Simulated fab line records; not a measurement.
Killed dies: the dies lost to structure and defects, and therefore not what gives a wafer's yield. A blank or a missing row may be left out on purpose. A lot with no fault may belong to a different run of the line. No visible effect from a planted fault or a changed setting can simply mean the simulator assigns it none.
A lot that was struck, set against a sound lot || flow berkeleyCmos170 || 19 steps out of a route of 331
Sound: the wafers L152.1, L152.3, L152.5. Wafers struck: L161.2, L161.4, L161.5. The cause comes at the end.
Each step with rows lists, per side, the tool, then ch with its chambers, then its first start. Under that, the readings that differ: sound wafers || struck wafers || difference of the means || sigmas: that difference in standard deviations of wafers without a fault.
alike: readings with means less than 2 such deviations apart, plus words and numbers identical on both sides. not compared: withheld readings, readings lacking a value on some wafer, bounds such as >300 that could conceal the same value, and numbers that have no deviation in the record and whose values overlap.
A row with sigmas, a row that says differs or no value, or rows on one side alone: a step with any of these is where the two part. Numbers that don't overlap but have no deviation are shown without sigmas and don't part them. A reading that every wafer of one side lacks parts them only if that side has two wafers or more.

first, 5 steps without rows for these wafers: UCB170_ACTIVE_COAT_08 (resist thk 900 nm); UCB170_ACTIVE_SOFTBAKE_09 (time 60 s); UCB170_ACTIVE_EXPOSE_10 (exposes mask ACTIVE, target cd 1200 nm); UCB170_ACTIVE_PEB_11; UCB170_ACTIVE_DEVELOP_12 (develop time 45 s).
UCB170_ACTIVE_CD_MEAS_13: the cd target is 1200 nm.
  sound on cdSem-01, day 4 13:29; struck on cdSem-02, day 6 20:56
  alike: cdNm
UCB170_ACTIVE_OVL_MEAS_14:
  sound on overlay-02, day 4 13:37; struck on overlay-01, day 6 21:03
{"reading": "ACTIVE_OVL (nm)", "sound": "-4 1 -4", "struck": "9 6 9", "difference": "+10", "sigmas": "+2"}
UCB170_ACTIVE_ETCH_15: etches Si3N4 in CH3F/Ar/O2, stops on SiO2, target depth 242 nm, time 151 s.
  sound on rieDiel-04 ch 0,1,2, day 4 13:38; struck on rieDiel-04 ch 0,1,3, day 6 21:05
  alike: drypumpMotorCurrentA, mfcArSccm, oesProductAu, throttleValvePct
  not compared: rfHoursCounterH
UCB170_ACTIVE_STRIP_16: strips in O2.
  sound on plasmaAsher-01 ch 0,1, day 4 13:45; struck on plasmaAsher-02 ch 0,1, day 6 21:11
{"reading": "drypumpMotorCurrentA (A)", "sound": "6.6 5.8 6.6", "struck": "4.8 5.4 4.7", "difference": -1.4, "sigmas": -2}
  alike: oesProductAu, stripTimeToEndpointS
  not compared: rfHoursCounterH
UCB170_ACTIVE_CD_MEAS_90: the cd target is 1200 nm.
  sound on cdSem-02, day 4 13:51; struck on cdSem-02, day 6 21:32
  alike: cdNm
then, 2 steps without rows for these wafers: UCB170_ACTIVE_CLEAN_17 (cleans in SPM, time 600 s); UCB170_PFIELD_HMDS_00 (prime time 60 s).
UCB170_PFIELD_COAT_01: resist thk 900 nm.
  struck on lithoTrack-01, day 6 21:59; sound on lithoTrack-01 ch 0, day 4 16:15
  no value came back on the struck wafers for chillPlateTempC (C), dispensePressureKPa (kPa); on the sound wafers chillPlateTempC (C) reads 22.89 22.90 22.89
then, 4 steps without rows for these wafers: UCB170_PFIELD_SOFTBAKE_02 (time 60 s); UCB170_PFIELD_EXPOSE_03 (exposes mask PFIELD, target cd 1500 nm); UCB170_PFIELD_PEB_04; UCB170_PFIELD_DEVELOP_05 (develop time 45 s).
UCB170_PFIELD_OVL_MEAS_06:
  sound on overlay-02, day 4 17:29; struck on overlay-01, day 6 22:40
{"reading": "PFIELD_OVL (nm)", "sound": "3 -5 2", "struck": "- - -", "difference": "no value on the struck wafers", "sigmas": ""}
after that, 1 step had no rows for these wafers: UCB170_PFIELD_IMPLANT_07.

## WHERE THEY PART
Earliest at UCB170_ACTIVE_OVL_MEAS_14; latest, in this record, at UCB170_PFIELD_OVL_MEAS_06.

WHY: what the simulator had put in
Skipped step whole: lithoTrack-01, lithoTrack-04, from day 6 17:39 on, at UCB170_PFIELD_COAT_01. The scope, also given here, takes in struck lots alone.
